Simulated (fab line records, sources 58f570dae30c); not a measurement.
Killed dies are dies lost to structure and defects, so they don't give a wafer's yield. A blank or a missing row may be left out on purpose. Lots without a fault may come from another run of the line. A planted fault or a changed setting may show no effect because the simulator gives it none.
Problem report in the 8D (eight disciplines) form, filled by code | flow berkeley_cmos170 | the parts of the form that need people (team, actions taken, sign-off) are left out

1. THE PROBLEM
tube_center_temp_C at UCB170_WELLDRIVE_ANNEAL_03 reads a mean of 1040 C on 9 wafers of 3 lots; wafers without a fault read 1100 C with a standard deviation of 0.1. That is -99 or more standard deviations from the usual mean.
The step: time 900 s.
First seen on wafer L362.1, day 7 21:28, on furnace-04. The record holds 21 wafers of 7 lots with a number at this step. Rule for "out", or "out of limits": more than 4 standard deviations from the usual mean. The other wafers with a number count as sound.

2. WHAT IT IS AND WHAT IT IS NOT
question                    | is                                                                                                                       | is not
which readings at this step | tube_center_temp_C, spike_tc_centre_C, spike_tc_load_C, spike_tc_source_C, tube_center_temp_C_max, zone_power_source_pct | -
which lots                  | L362, L363, L364                                                                                                         | L345, L354, L358, L360
which wafers of those lots  | all that have a number                                                                                                   | -
read on which tools         | furnace-04                                                                                                               | furnace-01
when                        | from day 7 21:28                                                                                                         | up to then (12 sound wafers)

3. SUSPECTS, AND WHAT RULES EACH OUT
Counting: a tool at a process step up to the reading stays a suspect if it ran every lot that is out and no sound lot after the first of them.
- furnace-04 at UCB170_WELLDRIVE_ANNEAL_03 (time 900 s): kept. It ran every lot that is out, first L362 (day 7 21:28), and no sound lot after that; its last sound lot up to then is L358 (day 6 21:22). Its own readings are out on those wafers: spike_tc_centre_C, spike_tc_load_C, spike_tc_source_C, tube_center_temp_C, tube_center_temp_C_max, zone_power_source_pct.
Left after counting: furnace-04 at UCB170_WELLDRIVE_ANNEAL_03.

4. THE CAUSE (what the simulator had put in)
Process parameter drift: furnace-04, from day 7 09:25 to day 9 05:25, at UCB170_WELLDRIVE_ANNEAL_03. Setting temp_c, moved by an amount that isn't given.
Counting left only this tool.

5. THE CHAIN OF EFFECTS, in route order
Each row: a reading whose mean over the struck wafers that have a number lies more than 3 standard deviations from the usual. Only readings for which the record gives a usual standard deviation are gone through. hours: the time from each lot's start at the first step in this table that gives one to its start at this step, as a median over the lots. sigmas: the change in usual standard deviations.
hours | step                       | reading                | usual    | on struck wafers | change | sigmas
0     | UCB170_WELLDRIVE_ANNEAL_03 | spike_tc_centre_C      | 1102.2 C | 1042.5           | -59.7  | -50
0     | UCB170_WELLDRIVE_ANNEAL_03 | spike_tc_load_C        | 1127.1 C | 1062.3           | -64.8  | -22
0     | UCB170_WELLDRIVE_ANNEAL_03 | spike_tc_source_C      | 1124.4 C | 1065.5           | -58.9  | -31
0     | UCB170_WELLDRIVE_ANNEAL_03 | tube_center_temp_C     | 1100 C   | 1040             | -60    | -99 or more
0     | UCB170_WELLDRIVE_ANNEAL_03 | tube_center_temp_C_max | 1102.9   | 1043.1           | -59.8  | -99 or more
0     | UCB170_WELLDRIVE_ANNEAL_03 | zone_power_source_pct  | 47.7 %   | 41.9             | -5.8   | -5.3
The process steps in it:
- UCB170_WELLDRIVE_ANNEAL_03: time 900 s.

6. WHAT WOULD HAVE CAUGHT IT SOONER
In this record the first reading out of limits was taken at day 7 21:28, 12 hours after the fault began at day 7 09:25.
